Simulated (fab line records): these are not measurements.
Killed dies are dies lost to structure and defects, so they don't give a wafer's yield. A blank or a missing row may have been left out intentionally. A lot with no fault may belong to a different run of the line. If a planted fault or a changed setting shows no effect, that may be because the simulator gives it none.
fab line records	flow rit_cmos
record lots=5	wafers=23
route steps=202 shown ACTIVE@2 NRETRO@61 PRETRO@72 GATE@81 REOX@101 NLDD@111 PLDD@121 SPACER@125 NSD@132 PSD@147 M1@202
start_h: hours from the record's opening day to when the first of the lot's shown wafers began	wait_h: how many hours have passed since the lot's step before this one	" same as the row above	L1.1+2: one row covering several wafers at once	- no value, or no start was given	* or withheld: withheld	< > ~ a bound
route shown NAME@n: NAME is a module with steps in the file, n the number in the route of the first one	usual: average and standard deviation across the fault-free wafers	same: alike in all rows	chamber/n: place in a boat	sites: readings site by site	_std_site: the standard deviation of these	_edge_site: outer sites' mean less inner sites'	radius_mm: how far each site lies from the wafer's centre	mask NAME#n: copy n	behind: the most recent tool/chamber to have shaped the wafer	hold: what put the lot on hold/how long, in hours/how the hold closed	device: the transistor (n, p or np) that didn't switch	end of line: at the end of the route, the tests of the same wafers	step lacking rows: just its recipe	killed: the dies lost at the first sort to structure and to defects; this is not the yield of the wafer	map: dies across one wafer; x = killed, . = not, _ = none there
set.NAME: the setting the step ran with; set.NAME@STEP: the setting that earlier step ran with	model.NAME: the simulator's own value behind a step, which no gauge read
lots run with intentionally changed settings; tables by step, rows by wafer
## steps
# step RIT_ACTIVE_OXIDATION_01
# recipe temp_c=1000	ambient=O2	target_thk_a=468	ox_time_s=3360
lot.wafer	tool	chamber	start_h	wait_h	set.ox_time_s	model.SiO2_of_ACTIVE_OXIDATION_01.thk_nm
L075.2	furnace-04	0	15.12	0.1	3360	44.95
L075.3	"	0	"	"	3360	45.93
L075.5	"	0	"	"	3360	45.63
L077.1	-	-	-	0.3	3216	45.85
L077.2	"	-	"	"	3216	46.34
L077.3	"	-	"	"	3216	45.72
L077.4	"	-	"	"	3216	45.64
L077.6	"	-	"	"	3216	46.1
L080.1	-	-	-	0.1	3079	44.41
L080.2	"	-	"	"	3079	43.74
L080.3	"	-	"	"	3079	44.19
L080.4	"	-	"	"	3079	43.92
L080.5	"	-	"	"	3079	44.03
L083.1	-	-	-	0.1	3714	49.63
L083.2	"	-	"	"	3714	49.98
L083.4	"	-	"	"	3714	49.9
L083.5	"	-	"	"	3714	49.44
L083.6	"	-	"	"	3714	49.59
L084.1	-	-	-	0.1	3360	46.69
L084.2	"	-	"	"	3360	46.97
L084.4	"	-	"	"	3360	46.73
L084.5	"	-	"	"	3360	46.45
L084.6	"	-	"	"	3360	47.39
# step RIT_ACTIVE_THK_MEAS_02
# recipe reads=SiO2_of_ACTIVE_OXIDATION_01
# usual ACTIVE_OXIDE_THK=46.3/0.64
lot.wafer	tool	chamber	start_h	wait_h	set.ox_time_s@ACTIVE_OXIDATION_01	ACTIVE_OXIDE_THK[nm]
L075.2	film_metro-04	-	17.06	0.0	3360	44.9
L075.3	"	-	"	"	3360	46.0
L075.5	"	-	"	"	3360	45.6
L077.1	film_metro-01	-	-	-	3216	45.8
L077.2	"	-	"	"	3216	46.4
L077.3	"	-	"	"	3216	45.7
L077.4	"	-	"	"	3216	45.6
L077.6	"	-	"	"	3216	46.1
L080.1	film_metro-04	-	-	-	3079	44.5
L080.2	"	-	"	"	3079	43.7
L080.3	"	-	"	"	3079	44.1
L080.4	"	-	"	"	3079	44.0
L080.5	"	-	"	"	3079	44.1
L083.1	film_metro-04	-	-	-	3714	49.6
L083.2	"	-	"	"	3714	50.0
L083.4	"	-	"	"	3714	49.9
L083.5	"	-	"	"	3714	49.5
L083.6	"	-	"	"	3714	49.6
L084.1	film_metro-03	-	-	-	3360	46.7
L084.2	"	-	"	"	3360	46.9
L084.4	"	-	"	"	3360	46.8
L084.5	"	-	"	"	3360	46.5
L084.6	"	-	"	"	3360	47.4
# step RIT_NRETRO_IMPLANT_08
# recipe species=P	energy_kev=70	dose_cm2=1e+13	tilt_deg=7
lot.wafer	tool	chamber	start_h	wait_h	set.energy_kev	model.implant.rp_nm	model.implant.drp_nm
L075.2+3+5	implanter-02	0	34.05	0.2	70	85.31	33.94
L077.1+2+3+4+6	implanter-03	0	45.47	0.2	70	84.1	33.94
L080.1+4	implanter-01	0	59.45	0.2	70	88.52	33.94
L080.2+3+5	"	0	"	"	67.73	85.58	33
L083.1+2+4+5+6	implanter-01	0	75.68	0.2	70	84.46	33.94
L084.1+4+6	implanter-01	0	79.12	0.2	66.46	83.82	32.47
L084.2+5	"	0	"	"	70	88.41	33.94
# step RIT_PRETRO_IMPLANT_08
# recipe species=B	energy_kev=45	dose_cm2=1.2e+13	tilt_deg=7
lot.wafer	tool	chamber	start_h	wait_h	set.dose_cm2
L075.2+3+5	implanter-04	0	35.76	0.2	1.2e+13
L077.1+2+3	implanter-03	0	47.20	0.2	1.269e+13
L077.4+6	"	0	"	"	1.2e+13
L080.1+4+5	implanter-02	0	61.13	0.2	1.235e+13
L080.2+3	"	0	"	"	1.2e+13
L083.1+2+5	implanter-03	0	77.40	0.2	1.155e+13
L083.4+6	"	0	"	"	1.2e+13
L084.1+2+4	implanter-04	0	80.67	0.2	1.2e+13
L084.5+6	"	0	"	"	1.118e+13
# step RIT_PRETRO_STRIP_09
# recipe chemistry=O2	time_s=180	resist=NOVOLAK	platen_temp_c=withheld	power_w=500	pressure_mtorr=4000	o2_flow_sccm=4000
# step RIT_PRETRO_TW_MEAS_10
# usual PRETRO_TW=474/3.5
lot.wafer	tool	chamber	start_h	wait_h	set.dose_cm2@PRETRO_IMPLANT_08	PRETRO_TW
L075.2	film_metro-02	-	36.07	0.1	1.2e+13	475
L075.3	"	-	"	"	1.2e+13	474
L075.5	"	-	"	"	1.2e+13	475
L077.1	film_metro-02	-	47.52	0.1	1.269e+13	484
L077.2	"	-	"	"	1.269e+13	483
L077.3	"	-	"	"	1.269e+13	487
L077.4	"	-	"	"	1.2e+13	474
L077.6	"	-	"	"	1.2e+13	475
L080.1	film_metro-02	-	61.45	0.1	1.235e+13	481
L080.2	"	-	"	"	1.2e+13	474
L080.3	"	-	"	"	1.2e+13	476
L080.4	"	-	"	"	1.235e+13	482
L080.5	"	-	"	"	1.235e+13	479
L083.1	film_metro-02	-	77.72	0.1	1.155e+13	472
L083.2	"	-	"	"	1.155e+13	470
L083.4	"	-	"	"	1.2e+13	476
L083.5	"	-	"	"	1.155e+13	472
L083.6	"	-	"	"	1.2e+13	476
L084.1	film_metro-01	-	80.99	0.1	1.2e+13	472
L084.2	"	-	"	"	1.2e+13	471
L084.4	"	-	"	"	1.2e+13	474
L084.5	"	-	"	"	1.118e+13	462
L084.6	"	-	"	"	1.118e+13	463
# step RIT_GATE_OXIDATION_05
# recipe temp_c=900	ambient=O2	target_thk_a=30	ox_time_s=270
lot.wafer	tool	chamber	start_h	wait_h	set.ox_time_s	model.SiO2_of_GATE_OXIDATION_05.thk_nm
L075.2	furnace-04	0	37.36	0.8	270	3.036
L075.3	"	0	"	"	270	3.031
L075.5	"	0	"	"	270	3.065
L077.1	-	-	-	0.2	236.2	2.658
L077.2+3	"	-	"	"	236.2	2.674
L077.4	"	-	"	"	236.2	2.688
L077.6	"	-	"	"	236.2	2.664
L080.1	-	-	-	0.1	270	3.017
L080.2	"	-	"	"	270	2.982
L080.3	"	-	"	"	270	3.031
L080.4	"	-	"	"	270	3.041
L080.5	"	-	"	"	270	3.039
L083.1	-	-	-	0.1	232.9	2.849
L083.2	"	-	"	"	232.9	2.801
L083.4	"	-	"	"	232.9	2.761
L083.5	"	-	"	"	232.9	2.851
L083.6	"	-	"	"	232.9	2.724
L084.1	-	-	-	0.1	287.3	3.241
L084.2	"	-	"	"	287.3	3.212
L084.4	"	-	"	"	287.3	3.243
L084.5	"	-	"	"	287.3	3.221
L084.6	"	-	"	"	287.3	3.197
# step RIT_GATE_ANNEAL_06
# recipe temp_c=900	time_s=600	ambient=N2O
# step RIT_GATE_THK_MEAS_07
# recipe reads=SiO2_of_GATE_OXIDATION_05
# usual GATE_OXIDE_THK=3.02/0.065
lot.wafer	tool	chamber	start_h	wait_h	set.ox_time_s@GATE_OXIDATION_05	GATE_OXIDE_THK[nm]
L075.2	film_metro-02	-	39.55	0.0	270	3.03
L075.3	"	-	"	"	270	3.04
L075.5	"	-	"	"	270	3.11
L077.1	film_metro-03	-	49.59	0.0	236.2	2.63
L077.2	"	-	"	"	236.2	2.71
L077.3	"	-	"	"	236.2	2.68
L077.4	"	-	"	"	236.2	2.71
L077.6	"	-	"	"	236.2	2.73
L080.1	film_metro-02	-	63.32	0.0	270	2.95
L080.2	"	-	"	"	270	2.95
L080.3	"	-	"	"	270	3.03
L080.4	"	-	"	"	270	3.03
L080.5	"	-	"	"	270	3.06
L083.1	film_metro-02	-	79.60	0.0	232.9	2.85
L083.2	"	-	"	"	232.9	2.78
L083.4	"	-	"	"	232.9	2.77
L083.5	"	-	"	"	232.9	2.82
L083.6	"	-	"	"	232.9	2.69
L084.1	film_metro-01	-	82.86	0.0	287.3	3.22
L084.2	"	-	"	"	287.3	3.26
L084.4	"	-	"	"	287.3	3.23
L084.5	"	-	"	"	287.3	3.23
L084.6	"	-	"	"	287.3	3.17
# step RIT_GATE_DEVELOP_15
# recipe resist=NOVOLAK	develop_time_s=50	dev_temp_c=23
lot.wafer	tool	chamber	start_h	wait_h	set.dev_temp_c
L075.2+3+5	litho_track-01	0	-	-	23
L077.1+2+3+4+6	litho_track-02	0	-	-	23
L080.1+2	litho_track-03	0	-	-	19.32
L080.3+4+5	"	0	"	"	23
L083.1+2+4	litho_track-01	0	-	-	20.23
L083.5+6	"	0	"	"	23
L084.1+2+5	litho_track-02	0	-	-	23
L084.4+6	"	0	"	"	21.37
# step RIT_REOX_OXIDATION_03
# recipe temp_c=900	ambient=O2	target_thk_a=252	ox_time_s=5580
lot.wafer	tool	chamber	start_h	wait_h	set.temp_c	model.SiO2_of_REOX_OXIDATION_03.thk_nm
L075.2	furnace-04	0	43.41	0.0	900	24.56
L075.3	"	0	"	"	900	24.85
L075.5	"	0	"	"	900	25.09
L077.1	-	-	-	0.0	900	24.85
L077.2	"	-	"	"	900	24.72
L077.3	"	-	"	"	900	24.93
L077.4	"	-	"	"	900	24.97
L077.6	"	-	"	"	900	24.71
L080.1	-	-	-	0.3	926.3	32.85
L080.2	"	-	"	"	926.3	33.08
L080.3	"	-	"	"	926.3	32.46
L080.4	"	-	"	"	926.3	32.77
L080.5	"	-	"	"	926.3	32.49
L083.1	-	-	-	0.0	885.9	22.56
L083.2	"	-	"	"	885.9	22.29
L083.4	"	-	"	"	885.9	22.27
L083.5	"	-	"	"	885.9	22.21
L083.6	"	-	"	"	885.9	22.49
L084.1	-	-	-	0.0	891.1	23.07
L084.2	"	-	"	"	891.1	22.49
L084.4	"	-	"	"	891.1	23.2
L084.5	"	-	"	"	891.1	22.69
L084.6	"	-	"	"	891.1	22.89
# step RIT_REOX_THK_MEAS_04
# recipe reads=SiO2_of_REOX_OXIDATION_03
# usual REOX_OXIDE_THK=25.0/0.53
lot.wafer	tool	chamber	start_h	wait_h	set.temp_c@REOX_OXIDATION_03	REOX_OXIDE_THK[nm]
L075.2	film_metro-04	-	45.97	0.0	900	24.6
L075.3	"	-	"	"	900	24.9
L075.5	"	-	"	"	900	25.1
L077.1	film_metro-04	-	-	-	900	24.9
L077.2	"	-	"	"	900	24.7
L077.3	"	-	"	"	900	24.9
L077.4	"	-	"	"	900	25.0
L077.6	"	-	"	"	900	24.7
L080.1	film_metro-03	-	-	-	926.3	32.9
L080.2	"	-	"	"	926.3	33.1
L080.3	"	-	"	"	926.3	32.4
L080.4	"	-	"	"	926.3	32.7
L080.5	"	-	"	"	926.3	32.5
L083.1	film_metro-03	-	-	-	885.9	22.5
L083.2	"	-	"	"	885.9	22.3
L083.4	"	-	"	"	885.9	22.3
L083.5	"	-	"	"	885.9	22.2
L083.6	"	-	"	"	885.9	22.5
L084.1	film_metro-04	-	-	-	891.1	23.1
L084.2	"	-	"	"	891.1	22.5
L084.4	"	-	"	"	891.1	23.2
L084.5	"	-	"	"	891.1	22.7
L084.6	"	-	"	"	891.1	22.9
# step RIT_NLDD_IMPLANT_08
# recipe species=P	energy_kev=20	dose_cm2=5e+14	tilt_deg=7
lot.wafer	tool	chamber	start_h	wait_h	set.energy_kev	model.implant.rp_nm	model.implant.drp_nm
L075.2+3+5	implanter-04	0	47.32	0.1	20	27.83	12.97
L077.1+4+6	implanter-01	0	57.04	0.1	20	27.06	12.97
L077.2+3	"	0	"	"	20.7	27.7	13.24
L080.1+2+3+4+5	implanter-04	0	71.26	0.1	20	27.66	12.97
L083.1+2+4+5+6	implanter-01	0	87.04	0.1	20	27.62	12.97
L084.1+4+5	implanter-03	0	90.43	0.1	19	27.5	12.57
L084.2+6	"	0	"	"	20	28.47	12.97
# step RIT_PLDD_HARDBAKE_07
# recipe resist=NOVOLAK	temp_c=140	time_s=60
lot.wafer	tool	chamber	start_h	wait_h	set.temp_c	model.NOVOLAK_of_PLDD_COAT_01.thk_nm
L075.2	litho_track-04	0	48.59	0.0	140	886
L075.3	"	0	"	"	140	886.3
L075.5	"	0	"	"	140	887.3
L077.1	litho_track-01	0	58.43	0.0	136.7	891.5
L077.2	"	0	"	"	136.7	891.2
L077.3	"	0	"	"	140	887
L077.4	"	0	"	"	140	887.9
L077.6	"	0	"	"	140	888.2
L080.1	litho_track-04	0	72.66	0.0	140	882.1
L080.2	"	0	"	"	140	885.2
L080.3	"	0	"	"	144.1	877
L080.4	"	0	"	"	144.1	879.1
L080.5	"	0	"	"	140	882.9
L083.1	litho_track-04	0	88.31	0.0	136.1	889.1
L083.2	"	0	"	"	140	884.5
L083.4	"	0	"	"	136.1	891.1
L083.5	"	0	"	"	136.1	891.6
L083.6	"	0	"	"	140	886
L084.1	litho_track-04	0	91.97	0.0	140	882.7
L084.2	"	0	"	"	140	883.7
L084.4	"	0	"	"	136.9	888.3
L084.5	"	0	"	"	136.9	887.6
L084.6	"	0	"	"	140	881.9
# step RIT_PLDD_IMPLANT_08
# recipe species=BF2	energy_kev=20	dose_cm2=9e+14	tilt_deg=7
lot.wafer	tool	chamber	start_h	wait_h	set.energy_kev	model.implant.rp_nm	model.implant.drp_nm
L075.2+3+5	implanter-04	0	48.74	0.1	20	17.98	9.752
L077.1+6	implanter-02	0	58.58	0.1	20.59	17.32	9.953
L077.2+3+4	"	0	"	"	20	16.93	9.752
L080.1+2+3	implanter-04	0	72.81	0.1	20	17.6	9.752
L080.4+5	"	0	"	"	20.78	18.13	10.02
L083.1+4	implanter-04	0	88.46	0.1	20	17.57	9.752
L083.2+5+6	"	0	"	"	19.03	16.9	9.417
L084.1+5	implanter-02	0	92.12	0.1	19	16.89	9.406
L084.2+4+6	"	0	"	"	20	17.58	9.752
# step RIT_PLDD_STRIP_09
# recipe chemistry=O2	time_s=180	resist=NOVOLAK	platen_temp_c=withheld	power_w=500	pressure_mtorr=4000	o2_flow_sccm=4000
# step RIT_SPACER_CLEAN_00
# recipe chemistry=SC1	mix=3:3:50	time_s=600	temp_c=75
lot.wafer	tool	chamber	start_h	wait_h	set.temp_c@REOX_OXIDATION_03	model.SiO2_of_REOX_OXIDATION_03.thk_nm
L075.2	wet_bench-02	1	49.10	0.0	900	22.66
L075.3	"	1	"	"	900	22.93
L075.5	"	1	"	"	900	23.14
L077.1	wet_bench-02	1	58.97	0.1	900	22.93
L077.2	"	1	"	"	900	22.81
L077.3	"	1	"	"	900	22.99
L077.4	"	1	"	"	900	23.04
L077.6	"	1	"	"	900	22.8
L080.1	wet_bench-02	0	73.19	0.1	926.3	30.31
L080.2	"	0	"	"	926.3	30.51
L080.3	"	0	"	"	926.3	29.94
L080.4	"	0	"	"	926.3	30.22
L080.5	"	0	"	"	926.3	29.98
L083.1	wet_bench-02	1	88.85	0.1	885.9	20.83
L083.2	"	1	"	"	885.9	20.59
L083.4	"	1	"	"	885.9	20.56
L083.5	"	1	"	"	885.9	20.5
L083.6	"	1	"	"	885.9	20.76
L084.1	wet_bench-02	1	92.51	0.1	891.1	21.26
L084.2	"	1	"	"	891.1	20.74
L084.4	"	1	"	"	891.1	21.39
L084.5	"	1	"	"	891.1	20.92
L084.6	"	1	"	"	891.1	21.1
# step RIT_NSD_COAT_01
# recipe resist=NOVOLAK	spin_rpm=3250	resist_thk_nm=1000
lot.wafer	tool	chamber	start_h	wait_h	set.resist_thk_nm	model.NOVOLAK_of_NSD_COAT_01.thk_nm
L075.2	litho_track-01	0	51.99	0.1	1000	999.6
L075.3	"	0	"	"	1000	999.1
L075.5	"	0	"	"	1000	1001
L077.1	litho_track-03	0	61.61	0.1	1000	995.6
L077.2	"	0	"	"	979	979.3
L077.3	"	0	"	"	1000	997.6
L077.4	"	0	"	"	979	976.7
L077.6	"	0	"	"	979	980.2
L080.1	litho_track-01	0	75.84	0.1	1000	1000
L080.2	"	0	"	"	1000	1003
L080.3+5	"	0	"	"	1048	1049
L080.4	"	0	"	"	1000	1002
L083.1	litho_track-04	0	91.63	0.1	1000	999.8
L083.2	"	0	"	"	1058	1057
L083.4	"	0	"	"	1058	1058
L083.5	"	0	"	"	1058	1059
L083.6	"	0	"	"	1000	997
L084.1	litho_track-01	0	95.15	0.1	1000	1004
L084.2	"	0	"	"	1000	1003
L084.4	"	0	"	"	1030	1032
L084.5	"	0	"	"	1030	1033
L084.6	"	0	"	"	1030	1030
# step RIT_NSD_SOFTBAKE_02
# recipe resist=NOVOLAK	temp_c=90	time_s=60
# step RIT_NSD_EXPOSE_03
# recipe mask_id=M9	na=0.57	target_cd_nm=40700	dose_mj=250
# step RIT_NSD_DEVELOP_05
# recipe resist=NOVOLAK	develop_time_s=50	dev_temp_c=23
# step RIT_NSD_HARDBAKE_07
# recipe resist=NOVOLAK	temp_c=140	time_s=60
lot.wafer	tool	chamber	start_h	wait_h	set.resist_thk_nm@NSD_COAT_01	model.NOVOLAK_of_NSD_COAT_01.thk_nm
L075.2	litho_track-04	0	52.73	0.0	1000	883.5
L075.3	"	0	"	"	1000	883
L075.5	"	0	"	"	1000	884.4
L077.1	litho_track-01	0	62.35	0.0	1000	879.9
L077.2	"	0	"	"	979	865.7
L077.3	"	0	"	"	1000	881.7
L077.4	"	0	"	"	979	863.4
L077.6	"	0	"	"	979	866.5
L080.1	litho_track-01	0	76.57	0.0	1000	884
L080.2	"	0	"	"	1000	886.1
L080.3+5	"	0	"	"	1048	926.2
L080.4	"	0	"	"	1000	885.7
L083.1	litho_track-04	0	92.37	0.0	1000	883.5
L083.2	"	0	"	"	1058	933.6
L083.4	"	0	"	"	1058	934.6
L083.5	"	0	"	"	1058	935.1
L083.6	"	0	"	"	1000	881.2
L084.1	litho_track-04	0	96.14	0.2	1000	887
L084.2	"	0	"	"	1000	886.3
L084.4	"	0	"	"	1030	911.6
L084.5	"	0	"	"	1030	912.2
L084.6	"	0	"	"	1030	909.7
# step RIT_PSD_DEVELOP_05
# recipe resist=NOVOLAK	develop_time_s=50	dev_temp_c=23
lot.wafer	tool	chamber	start_h	wait_h	set.dev_temp_c
L075.2+3+5	litho_track-02	0	-	-	23
L077.1+3+6	litho_track-02	0	-	-	21.5
L077.2+4	"	0	"	"	23
L080.1+4	litho_track-03	0	-	-	23
L080.2+3+5	"	0	"	"	20.48
L083.1+5+6	litho_track-03	0	-	-	23.95
L083.2+4	"	0	"	"	23
L084.1+6	litho_track-01	0	-	-	23
L084.2+4+5	"	0	"	"	26.63
# step RIT_PSD_HARDBAKE_07
# recipe resist=NOVOLAK	temp_c=140	time_s=60
# step RIT_SDANNEAL_RS_MEAS_06
# recipe thk_meas_gauge=four-point-probe
# usual PLDD_RS=178.9/0.53
lot.wafer	tool	chamber	start_h	wait_h	set.energy_kev@PLDD_IMPLANT_08	PLDD_RS[ohm/sq]
L075.2	film_metro-01	-	55.47	0.1	20	178.6
L075.3	"	-	"	"	20	178.7
L075.5	"	-	"	"	20	179.2
L077.1	film_metro-01	-	65.09	0.1	20.59	176.6
L077.2	"	-	"	"	20	178.4
L077.3	"	-	"	"	20	178.8
L077.4	"	-	"	"	20	178.4
L077.6	"	-	"	"	20.59	177.0
L080.1	film_metro-01	-	79.20	0.1	20	179.3
L080.2	"	-	"	"	20	179.3
L080.3	"	-	"	"	20	178.9
L080.4	"	-	"	"	20.78	176.8
L080.5	"	-	"	"	20.78	177.1
L083.1	film_metro-04	-	95.34	0.1	20	178.6
L083.2	"	-	"	"	19.03	181.6
L083.4	"	-	"	"	20	178.3
L083.5	"	-	"	"	19.03	182.0
L083.6	"	-	"	"	19.03	181.7
L084.1	film_metro-04	-	99.16	0.1	19	181.8
L084.2	"	-	"	"	20	178.8
L084.4	"	-	"	"	20	178.9
L084.5	"	-	"	"	19	181.7
L084.6	"	-	"	"	20	179.5
# step RIT_M1_PROBE_99
lot.wafer	tool	chamber	start_h	wait_h	set.dev_temp_c@GATE_DEVELOP_15	set.temp_c@REOX_OXIDATION_03	model.etest.nldd.rs_ohm_sq	model.etest.nmos_0p15.drive_ua_um	model.etest.nmos_0p3.r_on_ohm_um
L075.2	prober-02	-	63.63	0.1	23	900	359.9	462.1	2169
L075.3	prober-02	-	63.68	0.2	23	900	371.1	459.8	2178
L075.5	prober-02	-	63.78	0.2	23	900	371.7	453.9	2174
L077.1	prober-02	-	72.33	0.1	23	900	385.3	487.5	2044
L077.2	prober-02	-	72.38	0.1	23	900	370.1	495.4	2043
L077.3	prober-02	-	72.43	0.2	23	900	375.7	492.7	2059
L077.4	prober-02	-	72.48	0.2	23	900	391.5	501.3	2005
L077.6	prober-02	-	72.58	0.2	23	900	382.1	495.5	2057
L080.1	prober-01	-	86.50	0.1	19.32	926.3	613.8	452.6	2403
L080.2	prober-01	-	86.55	0.1	19.32	926.3	625.2	446.5	2377
L080.3	prober-01	-	86.60	0.2	23	926.3	593.8	379.7	2508
L080.4	prober-01	-	86.65	0.2	23	926.3	605.8	384.9	2507
L080.5	prober-01	-	86.70	0.2	23	926.3	594.4	385.3	2473
L083.1	prober-02	-	103.61	0.1	20.23	885.9	330.7	600.4	1933
L083.2	prober-02	-	103.66	0.1	20.23	885.9	329.6	622.9	1893
L083.4	prober-02	-	103.76	0.2	20.23	885.9	329.3	623.8	1896
L083.5	prober-02	-	103.81	0.2	23	885.9	325.3	517.4	2010
L083.6	prober-02	-	103.86	0.2	23	885.9	332.1	535.9	1998
L084.1	prober-01	-	106.39	0.1	23	891.1	346.4	469	2183
L084.2	prober-01	-	106.44	0.1	23	891.1	320.7	469.7	2161
L084.4	prober-01	-	106.54	0.2	21.37	891.1	343	513.4	2117
L084.5	prober-01	-	106.59	0.2	23	891.1	337.9	464.9	2168
L084.6	prober-01	-	106.64	0.2	21.37	891.1	322.8	515.7	2087
# killed by level:class
L075.2 SILICIDE:geometric_particle:short=4 FOX1:geometric_particle:short=2 FOX2:geometric_particle:open=2 GATE:geometric_particle:open=2 GATE:geometric_particle:short=1 REOX:geometric_particle:open=1 SILICIDE:geometric_particle:open=1 SPACER:geometric_particle:short=1
L075.3 FOX1:geometric_particle:open=1 FOX2:geometric_particle:short=1 GATE:geometric_particle:open=1 SPACER:geometric_particle:short=1 SPACER:geometric_particle:open=1 CONTACT:geometric_particle:short=1
L075.5 FOX1:geometric_particle:open=2 SILICIDE:geometric_particle:open=2 REOX:geometric_particle:short=1
## key
split step=RIT_ACTIVE_OXIDATION_01	setting=ox_time_s	stated=3360	by=lot
response step=RIT_ACTIVE_OXIDATION_01	reading=model.SiO2_of_ACTIVE_OXIDATION_01.thk_nm	change=+0.285	per=1%	r=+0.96
response step=RIT_ACTIVE_THK_MEAS_02	reading=ACTIVE_OXIDE_THK	change=+0.285	per=1%	r=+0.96
split step=RIT_NRETRO_IMPLANT_08	setting=energy_kev	stated=70	by=wafer
response step=RIT_NRETRO_IMPLANT_08	reading=model.implant.rp_nm	change=+0.908	per=1%	r=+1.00
response step=RIT_NRETRO_IMPLANT_08	reading=model.implant.drp_nm	change=+0.29	per=1%	r=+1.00
split step=RIT_PRETRO_IMPLANT_08	setting=dose_cm2	stated=1.2e+13	by=wafer
response step=RIT_PRETRO_TW_MEAS_10	reading=PRETRO_TW	change=+1.52	per=1%	r=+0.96
split step=RIT_GATE_OXIDATION_05	setting=ox_time_s	stated=270	by=lot
response step=RIT_GATE_OXIDATION_05	reading=model.SiO2_of_GATE_OXIDATION_05.thk_nm	change=+0.0239	per=1%	r=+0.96
response step=RIT_GATE_THK_MEAS_07	reading=GATE_OXIDE_THK	change=+0.0239	per=1%	r=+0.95
split step=RIT_GATE_DEVELOP_15	setting=dev_temp_c	stated=23	by=wafer
response step=RIT_M1_PROBE_99	reading=model.etest.nmos_0p15.drive_ua_um	change=-5.46	per=1%	r=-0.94
response step=RIT_M1_PROBE_99	reading=model.etest.nmos_0p3.r_on_ohm_um	change=+7.42	per=1%	r=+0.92
split step=RIT_REOX_OXIDATION_03	setting=temp_c	stated=900	by=lot
response step=RIT_REOX_OXIDATION_03	reading=model.SiO2_of_REOX_OXIDATION_03.thk_nm	change=+2.4	per=1%	r=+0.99
response step=RIT_REOX_THK_MEAS_04	reading=REOX_OXIDE_THK	change=+2.4	per=1%	r=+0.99
response step=RIT_SPACER_CLEAN_00	reading=model.SiO2_of_REOX_OXIDATION_03.thk_nm	change=+2.21	per=1%	r=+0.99
response step=RIT_M1_PROBE_99	reading=model.etest.nldd.rs_ohm_sq	change=+65.1	per=1%	r=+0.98
split step=RIT_NLDD_IMPLANT_08	setting=energy_kev	stated=20	by=wafer
response step=RIT_NLDD_IMPLANT_08	reading=model.implant.rp_nm	change=+0.19	per=1%	r=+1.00
response step=RIT_NLDD_IMPLANT_08	reading=model.implant.drp_nm	change=+0.0786	per=1%	r=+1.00
split step=RIT_PLDD_HARDBAKE_07	setting=temp_c	stated=140	by=wafer
response step=RIT_PLDD_HARDBAKE_07	reading=model.NOVOLAK_of_PLDD_COAT_01.thk_nm	change=-1.89	per=1%	r=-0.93
split step=RIT_PLDD_IMPLANT_08	setting=energy_kev	stated=20	by=wafer
response step=RIT_PLDD_IMPLANT_08	reading=model.implant.rp_nm	change=+0.137	per=1%	r=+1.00
response step=RIT_PLDD_IMPLANT_08	reading=model.implant.drp_nm	change=+0.0687	per=1%	r=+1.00
response step=RIT_SDANNEAL_RS_MEAS_06	reading=PLDD_RS	change=-0.6	per=1%	r=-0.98
split step=RIT_NSD_COAT_01	setting=resist_thk_nm	stated=1000	by=wafer
response step=RIT_NSD_COAT_01	reading=model.NOVOLAK_of_NSD_COAT_01.thk_nm	change=+9.86	per=1%	r=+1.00
response step=RIT_NSD_HARDBAKE_07	reading=model.NOVOLAK_of_NSD_COAT_01.thk_nm	change=+8.63	per=1%	r=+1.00
split step=RIT_PSD_DEVELOP_05	setting=dev_temp_c	stated=23	by=wafer
response none clear
